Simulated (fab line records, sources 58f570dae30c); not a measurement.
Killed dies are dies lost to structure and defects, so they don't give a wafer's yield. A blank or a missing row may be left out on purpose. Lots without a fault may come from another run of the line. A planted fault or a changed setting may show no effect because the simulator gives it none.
Split-lot experiment | flow berkeley_cmos170 | 5 lots, 23 wafers read, on a route of 331 steps

THE SPLIT
At UCB170_PLDD_COAT_01 (resist thk 900 nm), the setting resist_thk_nm was moved away from the recipe's 900 nm on 10 of the 23 wafers read, by -5.6% to +3.6%. The other wafers ran this setting at the recipe's value.

The reading is taken at the split's own step.

THE READING
KrF_of_PLDD_COAT_01.thk_nm (the simulator's own value, which no gauge read), in nm, at UCB170_PLDD_COAT_01 (resist thk 900 nm). The file gives no usual value for it. The 13 wafers here that ran the recipe average 899.6 nm, standard deviation 3.1 nm.

wafer  | tool, chamber at the split | resist_thk_nm as run, nm | against the recipe | KrF_of_PLDD_COAT_01.thk_nm, nm | against lot-mates on the recipe
L074.1 | litho_track-03, 0          | 915.5                    | +1.7%              | 912.9                          | +11.1
L074.3 | litho_track-03, 0          | 900                      | recipe             | 903.3                          | -
L074.4 | litho_track-03, 0          | 915.5                    | +1.7%              | 918.6                          | +16.9
L074.6 | litho_track-03, 0          | 915.5                    | +1.7%              | 918.6                          | +16.9
L074.5 | litho_track-03, 0          | 900                      | recipe             | 900.2                          | -
L080.2 | litho_track-03, 0          | 900                      | recipe             | 906.1                          | -
L080.3 | litho_track-03, 0          | 900                      | recipe             | 903.6                          | -
L080.4 | litho_track-03, 0          | 849.6                    | -5.6%              | 851.9                          | -51.8
L080.5 | litho_track-03, 0          | 849.6                    | -5.6%              | 853.8                          | -49.9
L080.6 | litho_track-03, 0          | 900                      | recipe             | 901.5                          | -
L084.1 | litho_track-04, 0          | 900                      | recipe             | 896.4                          | -
L084.5 | litho_track-04, 0          | 900                      | recipe             | 895.6                          | -
L084.6 | litho_track-04, 0          | 900                      | recipe             | 896.6                          | -
L082.1 | litho_track-01, 0          | 932.7                    | +3.6%              | 932.3                          | +33.5
L082.2 | litho_track-01, 0          | 932.7                    | +3.6%              | 931.8                          | +33.0
L082.4 | litho_track-01, 0          | 900                      | recipe             | 897.4                          | -
L082.5 | litho_track-01, 0          | 900                      | recipe             | 898.5                          | -
L082.6 | litho_track-01, 0          | 900                      | recipe             | 900.4                          | -
L081.2 | litho_track-04, 0          | 862.3                    | -4.2%              | 861.1                          | -36.4
L081.3 | litho_track-04, 0          | 900                      | recipe             | 897.5                          | -
L081.4 | litho_track-04, 0          | 862.3                    | -4.2%              | 859                            | -38.5
L081.5 | litho_track-04, 0          | 900                      | recipe             | 897.6                          | -
L081.6 | litho_track-04, 0          | 862.3                    | -4.2%              | 859.6                          | -37.9

THE FIT
A straight line over all 23 wafers: KrF_of_PLDD_COAT_01.thk_nm changes by +8.95 nm for each +1% of resist_thk_nm; r = +0.99; the points scatter about the line by 3.1 nm.
The same after taking each lot's own level away (the mean of its wafers on the recipe; 23 wafers): +9.04 nm for each +1%; r = +1.00; scatter 1.5 nm.
On that fit, the largest move of resist_thk_nm shifts the reading by 51 nm.
The lots' own levels span 896.20 to 903.73 nm, that is 2.4 times the standard deviation above.
So the lot-to-lot level changes the slope little: the two slopes agree.
Check: with one of the wafers moved furthest among these (-5.6%) left out of the fit, the line predicts -50.3 nm for it against its lot-mates. It came out at -51.8 nm against them.

OTHER SPLITS ON THESE WAFERS
These wafers also went through other splits before the reading. Each is held against what the fit with the lots' levels taken away leaves over:
other split on the same wafers | wafers away from the commonest value | r with KrF_of_PLDD_COAT_01.thk_nm (lot level and that fit taken away)
UCB170_GATE_PEB_10 peb_temp_c  | 5                                    | -0.19

THE WHOLE CHAIN: every reading that the file lists as answering this split, in the file's order
step                 | what it does      | reading                                                                     | change (the file's fit)              | r (the file's)
UCB170_PLDD_COAT_01  | resist thk 900 nm | KrF_of_PLDD_COAT_01.thk_nm (the simulator's own value, which no gauge read) | +9.06 nm for each +1% of the setting | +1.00
UCB170_PLDD_STRIP_10 | strips in O2      | strip_time_to_endpoint_s                                                    | withheld for each +1% of the setting | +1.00

THE FILE'S OWN FIT
KrF_of_PLDD_COAT_01.thk_nm changes by +9.06 nm for each +1% of resist_thk_nm, r = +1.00.
